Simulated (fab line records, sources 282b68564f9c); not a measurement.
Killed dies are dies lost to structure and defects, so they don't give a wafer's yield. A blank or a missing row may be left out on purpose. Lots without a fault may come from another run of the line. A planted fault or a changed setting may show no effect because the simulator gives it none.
fab line records | flow rit_cmos
record lots=15 wafers=45 last_day=7
route steps=202 shown M1@184
lots that met no fault: from a run of the same line without faults
start_h: hours from the record's first day to the start of the lot's first wafer shown | wait_h: hours since the lot's step before | " the same as in the row above | L1.1+2: a row that stands for several wafers | - no value, or no start given | * or withheld: withheld | < > ~ a bound
route shown NAME@n: a module of which the file shows steps, and the number in the route of the first | usual: mean/standard deviation of fault-free wafers | same: alike in all rows | chamber/n: place in a boat | sites: the reading at each site | _std_site: their standard deviation | _edge_site: outer sites' mean less inner sites' | radius_mm: how far each site lies from the wafer's centre | mask NAME#n: copy n | behind: the tool/chamber that last shaped the wafer | hold: why the lot was held/for how many hours/how that ended | device: the transistor (n, p or np) that didn't switch | end of line: the same wafers' tests at the end of the route | a step without rows: its recipe alone | killed: dies lost to structure and defects at the first sort, not the wafer's yield | map: a wafer's dies, x killed, . not, _ none there
set.NAME: the setting as run; set.NAME@STEP: as run at that earlier step | model.NAME: the simulator's own value behind a step, which no gauge read
steps of the route over a sample of lots; a table a step, a row a wafer
services: from which hour (start_h, from the record's first day; less than 0 if before it) a tool's chamber was out of use, for how many hours, and why
## steps
# step RIT_M1_SPUTTER_00
# recipe material=Al target_thk_nm=400 power_w=2000 chamber_pressure_pa=0.4 gas=Ar time_s=500 substrate_temp_c=25
# usual throttle_valve_pct=29.7/0.69
# columns lot.wafer tool chamber start_h wait_h throttle_valve_pct
L493.2 pvd_sputter-04 - 52.21 0.0 29.6
L493.4 " - " " 29.9
L493.5 " - " " 28.9
L494.3 pvd_sputter-04 - 57.08 0.0 29.9
L494.5 " - " " 29.5
L494.6 " - " " 30.1
L495.1 pvd_sputter-03 - 63.53 0.0 30.9
L495.4 " - " " 30.5
L495.5 " - " " 30.8
L496.1 pvd_sputter-04 - 68.57 0.0 29.5
L496.3 " - " " 29.9
L496.6 " - " " 29.9
L498.3 pvd_sputter-03 - 78.86 0.0 30.7
L498.4 " - " " 28.5
L498.6 " - " " 30.5
L500.3 pvd_sputter-04 - 88.40 0.0 29.5
L500.4 " - " " 29.3
L500.5 " - " " 30.0
L502.1 pvd_sputter-04 - 98.33 0.0 30.0
L502.2 " - " " 29.7
L502.5 " - " " 29.9
L504.1 pvd_sputter-04 - 107.52 0.0 29.8
L504.2 " - " " 28.8
L504.5 " - " " 29.2
L509.2 pvd_sputter-01 - 132.88 0.0 28.6
L509.4 " - " " 29.9
L509.6 " - " " 30.5
L510.1 pvd_sputter-03 - 138.27 0.0 28.7
L510.2 " - " " 30.6
L510.6 " - " " 30.7
L512.1 pvd_sputter-03 - 153.60 0.0 30.9
L512.2 " - " " 30.7
L512.6 " - " " 30.6
L513.3 pvd_sputter-04 - 158.98 0.0 29.6
L513.4 " - " " 29.5
L513.6 " - " " 29.5
L514.2 pvd_sputter-01 - 161.41 0.0 29.7
L514.5 " - " " 28.5
L514.6 " - " " 30.0
L515.1 pvd_sputter-04 - 164.15 0.0 29.4
L515.2 " - " " 29.3
L515.6 " - " " 29.4
L516.2 pvd_sputter-03 - 170.30 0.0 30.2
L516.3 " - " " 31.0
L516.4 " - " " 30.8
# step RIT_M1_RS_MEAS_01
# recipe thk_meas_gauge=four-point-probe reads=Al_of_M1_SPUTTER_00
# usual M1_AL_RS=0.0734/0.00075
# columns lot.wafer tool chamber start_h wait_h M1_AL_RS[ohm/sq]
L493.2 film_metro-02 - 52.52 0.2 0.0729
L493.4 " - " " 0.0733
L493.5 " - " " 0.0733
L494.3 film_metro-03 - 57.42 0.2 0.0736
L494.5 " - " " 0.0740
L494.6 " - " " 0.0736
L495.1 film_metro-03 - 63.82 0.1 0.0728
L495.4 " - " " 0.0731
L495.5 " - " " 0.0728
L496.1 film_metro-02 - 68.87 0.1 0.0736
L496.3 " - " " 0.0732
L496.6 " - " " 0.0731
L498.3 film_metro-01 - 79.20 0.2 0.0733
L498.4 " - " " 0.0744
L498.6 " - " " 0.0736
L500.3 film_metro-02 - 88.73 0.2 0.0656
L500.4 " - " " 0.0659
L500.5 " - " " 0.0658
L502.1 film_metro-01 - 98.63 0.1 0.0657
L502.2 " - " " 0.0656
L502.5 " - " " 0.0656
L504.1 film_metro-01 - 107.81 0.1 0.0660
L504.2 " - " " 0.0659
L504.5 " - " " 0.0661
L509.2 film_metro-01 - 133.20 0.2 0.0727
L509.4 " - " " 0.0730
L509.6 " - " " 0.0731
L510.1 film_metro-03 - 138.56 0.1 0.0733
L510.2 " - " " 0.0727
L510.6 " - " " 0.0717
L512.1 film_metro-01 - 153.89 0.1 0.0731
L512.2 " - " " 0.0736
L512.6 " - " " 0.0733
L513.3 film_metro-03 - 159.32 0.2 0.0739
L513.4 " - " " 0.0738
L513.6 " - " " 0.0734
L514.2 film_metro-02 - 161.73 0.2 0.0731
L514.5 " - " " 0.0729
L514.6 " - " " 0.0734
L515.1 film_metro-01 - 164.44 0.1 0.0738
L515.2 " - " " 0.0749
L515.6 " - " " 0.0741
L516.2 film_metro-02 - 170.61 0.2 0.0727
L516.3 " - " " 0.0726
L516.4 " - " " 0.0725
# step RIT_M1_THK_MEAS_02
# recipe thk_meas_gauge=xrf reads=Al_of_M1_SPUTTER_00
# usual M1_AL_THK=397/4.9
# columns lot.wafer tool chamber start_h wait_h M1_AL_THK[nm]
L493.2 film_metro-02 - 52.63 0.1 399
L493.4 " - " " 397
L493.5 " - " " 398
L494.3 film_metro-03 - 57.52 0.1 396
L494.5 " - " " 394
L494.6 " - " " 394
L495.1 film_metro-03 - 63.94 0.1 401
L495.4 " - " " 398
L495.5 " - " " 399
L496.1 film_metro-02 - 68.99 0.1 397
L496.3 " - " " 400
L496.6 " - " " 398
L498.3 film_metro-01 - 79.30 0.1 396
L498.4 " - " " 392
L498.6 " - " " 397
L500.3 film_metro-02 - 88.83 0.1 443
L500.4 " - " " 443
L500.5 " - " " 441
L502.1 film_metro-01 - 98.75 0.1 446
L502.2 " - " " 443
L502.5 " - " " 448
L504.1 film_metro-01 - 107.93 0.1 439
L504.2 " - " " 441
L504.5 " - " " 441
L509.2 film_metro-01 - 133.31 0.1 401
L509.4 " - " " 399
L509.6 " - " " 397
L510.1 film_metro-03 - 138.68 0.1 399
L510.2 " - " " 402
L510.6 " - " " 408
L512.1 film_metro-01 - 154.01 0.1 396
L512.2 " - " " 395
L512.6 " - " " 396
L513.3 film_metro-03 - 159.42 0.1 392
L513.4 " - " " 393
L513.6 " - " " 396
L514.2 film_metro-02 - 161.84 0.1 402
L514.5 " - " " 403
L514.6 " - " " 397
L515.1 film_metro-01 - 164.56 0.1 393
L515.2 " - " " 388
L515.6 " - " " 390
L516.2 film_metro-02 - 170.72 0.1 405
L516.3 " - " " 406
L516.4 " - " " 406
# step RIT_M1_METAL_ETCH_12
# recipe stop_on=SiO2 chemistry=Cl2/BCl3 target=Al time_s=165 over_etch_frac=0.5411 pressure_mtorr=100 target_depth_a=6000 rf_w=250 Cl2_flow_sccm=60 bcl3_flow_sccm=50
# usual drypump_motor_current_A=5.9/0.58 he_backside_leak_sccm=3.36/0.2 oes_product_au=0.760/0.012 throttle_valve_pct=8.25/0.075
# columns lot.wafer tool chamber start_h wait_h drypump_motor_current_A he_backside_leak_sccm oes_product_au rf_hours_counter_h throttle_valve_pct
L493.2 rie_metal-04 0 54.09 0.2 6.6 3.05 0.744 2 8.33
L493.4 " 0 " " 6.5 3.08 0.743 - 8.33
L493.5 " 0 " " 6.5 3.09 0.749 - 8.33
L494.3 rie_metal-02 0 59.17 0.2 5.8 3.50 0.767 - 8.28
L494.5 " 1 " " 6.4 3.48 0.747 - 8.13
L494.6 " 0 " " 5.8 3.34 0.768 - 8.28
L495.1 rie_metal-03 1 65.41 0.2 4.9 3.35 0.776 34 8.29
L495.4 " 0 " " 6.4 3.54 0.771 - 8.16
L495.5 " 1 " " 4.9 3.37 0.774 - 8.28
L496.1 rie_metal-04 1 70.46 0.2 5.4 3.39 0.749 2 8.30
L496.3 " 1 " " 5.4 3.31 0.763 - 8.29
L496.6 " 0 " " 6.5 3.08 0.755 - 8.31
L498.3 rie_metal-03 1 80.68 0.2 4.9 3.41 0.775 - 8.28
L498.4 " 0 " " 6.4 3.49 0.773 - 8.16
L498.6 " 0 " " 6.4 3.65 0.767 - 8.16
L500.3 rie_metal-02 0 90.34 0.2 5.8 3.31 0.818 - 8.26
L500.4 " 1 " " 6.4 3.31 0.791 - 8.15
L500.5 " 1 " " 6.4 3.42 0.790 - 8.13
L502.1 rie_metal-04 0 100.09 0.2 6.5 3.02 0.794 3 8.33
L502.2 " 1 " " 5.3 3.29 0.802 3 8.28
L502.5 " 1 " " 5.4 3.23 0.808 - 8.29
L504.1 rie_metal-03 1 109.37 0.2 4.9 3.38 0.819 34 8.29
L504.2 " 0 " " 6.4 3.61 0.828 36 8.16
L504.5 " 0 " " 6.4 3.50 0.820 - 8.14
L509.2 rie_metal-02 1 134.73 0.2 6.4 3.31 0.750 1 8.14
L509.4 " 0 " " 5.8 3.54 0.778 - 8.28
L509.6 " 0 " " 5.8 3.46 0.764 - 8.27
L510.1 rie_metal-04 0 140.15 0.2 6.5 3.10 0.744 3 8.34
L510.2 " 1 " " 5.4 3.28 0.759 3 8.30
L510.6 " 0 " " 6.5 3.04 0.753 - 8.34
L512.1 rie_metal-04 0 155.36 0.2 6.5 3.24 0.748 3 8.31
L512.2 " 1 " " 5.4 3.37 0.756 3 8.30
L512.6 " 1 " " 5.4 3.26 0.763 - 8.29
L513.3 rie_metal-03 1 160.89 0.2 4.9 3.43 0.767 - 8.28
L513.4 " 0 " " 6.4 3.36 0.756 - 8.15
L513.6 " 1 " " 4.9 3.21 0.771 - 8.27
L514.2 rie_metal-02 1 163.43 0.2 6.4 3.34 0.757 2 8.12
L514.5 " 0 " " 5.8 3.68 0.768 - 8.27
L514.6 " 1 " " 6.4 3.34 0.749 - 8.12
L515.1 rie_metal-04 1 165.91 0.2 5.4 3.36 0.759 4 8.30
L515.2 " 0 " " 6.5 3.11 0.740 4 8.33
L515.6 " 1 " " 5.4 3.31 0.756 - 8.30
L516.2 rie_metal-03 0 172.06 0.2 6.4 3.55 0.770 0 8.16
L516.3 " 0 " " 6.4 3.51 0.777 - 8.16
L516.4 " 1 " " 4.9 3.34 0.780 - 8.28
# step RIT_M1_PROBE_99
# usual defect_limited_yield=97.3/1.2 killed_at_M0_to_M3=0.0/0.16 killed_at_contacts=0.1/0.25 killed_at_front_end=7/3.1 killed_dies=7/3.1 killed_open=3.6/2 killed_short=3.5/2 sort_bin_3_pad_short=0.2/0.25 sort_bin_5_function=1.5/0.87 sort_bin_6_memory=1.0/0.71 sort_n_pass=257/3.1 sort_yield_pct=97.3/1.2
# same gross_dies=264 killed_at_M4_up=0 killed_at_back_side=0 killed_at_other=0
# columns lot.wafer tool chamber start_h wait_h defect_limited_yield[%] killed_at_M0_to_M3 killed_at_contacts killed_at_front_end killed_dies killed_open killed_short sort_bin_3_pad_short[%] sort_bin_5_function[%] sort_bin_6_memory[%] sort_n_pass sort_yield_pct[%]
L496.1 prober-01 - 73.44 0.1 97.0 0 0 8 8 5 3 0 1.9 1.1 256 97.0
L496.3 prober-01 - 73.54 0.2 96.2 0 0 10 10 5 5 0.8 2.3 0.8 254 96.2
L496.6 prober-01 - 73.69 0.2 96.6 0 0 9 9 5 4 0.4 1.5 1.5 255 96.6
L500.3 prober-01 - 92.65 0.2 98.1 0 0 5 5 3 2 0 0.8 1.1 259 98.1
L500.4 prober-01 - 92.70 0.2 98.1 0 1 4 5 0 5 0.4 1.1 0.4 259 98.1
L500.5 prober-01 - 92.75 0.2 97.7 0 0 6 6 1 5 0.4 0.8 1.1 258 97.7
L502.1 prober-01 - 102.52 0.1 97.3 0 0 7 7 3 4 0.4 1.5 0.8 257 97.3
L502.2 prober-01 - 102.57 0.1 98.1 0 0 5 5 4 1 0 1.1 0.8 259 98.1
L502.5 prober-01 - 102.72 0.2 94.7 0 0 14 14 8 6 0 3.0 2.3 250 94.7
L504.1 prober-01 - 113.02 0.1 97.7 0 0 6 6 2 4 0.4 0.4 1.5 258 97.7
L504.2 prober-01 - 113.07 0.1 95.8 1 0 10 11 3 8 0.4 2.7 1.1 253 95.8
L504.5 prober-01 - 113.22 0.2 97.0 0 0 8 8 5 3 0 1.5 1.5 256 97.0
L513.3 prober-02 - 163.66 0.2 97.0 0 0 8 8 6 2 0 1.5 1.5 256 97.0
L513.4 prober-02 - 163.71 0.2 98.1 0 1 4 5 2 3 0 1.5 0.4 259 98.1
L513.6 prober-02 - 163.81 0.2 97.0 0 0 8 8 3 5 0 1.9 1.1 256 97.0
# killed by level:class
L496.1 FOX1:geometric_particle:short=2 SPACER:geometric_particle:open=2 GATE:geometric_particle:open=1 REOX:geometric_particle:open=1 SPACER:geometric_particle:short=1 SILICIDE:geometric_particle:open=1
L496.3 SPACER:geometric_particle:short=3 SPACER:geometric_particle:open=2 FOX1:geometric_particle:open=1 GATE:geometric_particle:short=1 REOX:geometric_particle:open=1 REOX:geometric_particle:short=1 SILICIDE:geometric_particle:open=1
L496.6 GATE:geometric_particle:open=3 SPACER:geometric_particle:open=2 FOX1:geometric_particle:short=1 GATE:geometric_particle:short=1 REOX:geometric_particle:short=1 SPACER:geometric_particle:short=1
L500.3 GATE:geometric_particle:short=2 GATE:geometric_particle:open=2 FOX2:geometric_particle:open=1
L500.4 FOX1:geometric_particle:short=1 FOX2:geometric_particle:short=1 GATE:geometric_particle:short=1 REOX:geometric_particle:short=1 CONTACT:geometric_particle:short=1
L500.5 GATE:geometric_particle:short=4 FOX1:geometric_particle:open=1 FOX1:geometric_particle:short=1
L502.1 FOX1:geometric_particle:short=2 GATE:geometric_particle:open=2 FOX2:geometric_particle:short=1 FOX2:geometric_particle:open=1 GATE:geometric_particle:short=1
L502.2 GATE:geometric_particle:open=3 FOX2:geometric_particle:open=1 GATE:geometric_particle:short=1
L502.5 GATE:geometric_particle:short=3 GATE:geometric_particle:open=3 FOX2:geometric_particle:short=2 SILICIDE:geometric_particle:open=2 FOX1:geometric_particle:open=1 FOX2:geometric_particle:open=1 REOX:geometric_particle:open=1 SILICIDE:geometric_particle:short=1
L504.1 FOX1:geometric_particle:open=2 FOX1:geometric_particle:short=1 GATE:geometric_particle:short=1 REOX:geometric_particle:short=1 SILICIDE:geometric_particle:short=1
L504.2 SPACER:geometric_particle:short=3 FOX1:geometric_particle:open=2 SILICIDE:geometric_particle:short=2 GATE:geometric_particle:short=1 REOX:geometric_particle:short=1 SPACER:geometric_particle:open=1 M1:geometric_particle:short=1
L504.5 GATE:geometric_particle:open=2 SILICIDE:geometric_particle:short=1 FOX2:geometric_particle:open=1 GATE:geometric_particle:short=1 REOX:geometric_particle:open=1 SPACER:geometric_particle:short=1 SPACER:geometric_particle:open=1
L513.3 SPACER:geometric_particle:open=3 FOX1:geometric_particle:open=2 FOX1:geometric_particle:short=2 REOX:geometric_particle:open=1
L513.4 ACTIVE:geometric_particle:open=1 FOX1:geometric_particle:open=1 REOX:geometric_particle:short=1 SILICIDE:geometric_particle:short=1 CONTACT:geometric_particle:short=1
L513.6 FOX1:geometric_particle:open=2 SPACER:geometric_particle:short=2 FOX1:geometric_particle:short=1 GATE:geometric_particle:short=1 REOX:geometric_particle:short=1 SILICIDE:geometric_particle:open=1
## services
# columns tool chamber start_h hours kind
rie_metal-04 - 43.61 0.5 repair
pvd_sputter-01 - 117.17 1.0 repair
pvd_sputter-04 - 132.09 2.6 repair
rie_metal-03 - 136.12 20.0 pm
rie_metal-03 0 136.12 20.0 vent_cycle
rie_metal-03 1 136.12 20.0 vent_cycle
pvd_sputter-04 - 138.21 1.1 repair
pvd_sputter-03 - 145.05 0.9 repair
rie_metal-03 0 156.12 - clean
rie_metal-03 1 156.12 - clean
## key
first_sign step=RIT_M1_RS_MEAS_01 reading=M1_AL_RS direction=down sigmas=10 usual=0.0734 struck=0.0658
effect step=RIT_M1_THK_MEAS_02 reading=M1_AL_THK direction=up sigmas=9.3 usual=397 struck=443
effect step=RIT_M1_METAL_ETCH_12 reading=oes_product_au direction=up sigmas=3.9 usual=0.760 struck=0.808
met_at RIT_M1_SPUTTER_00
struck_lots L500,L502,L504
onset_between 68.57 88.40
fault kind=process_parameter_drift tool=pvd_sputter-04 chamber=- onset_h=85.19 steps=RIT_M1_SPUTTER_00 channel=target_thk_nm offset=48 shape=step end_h=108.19 stated=400
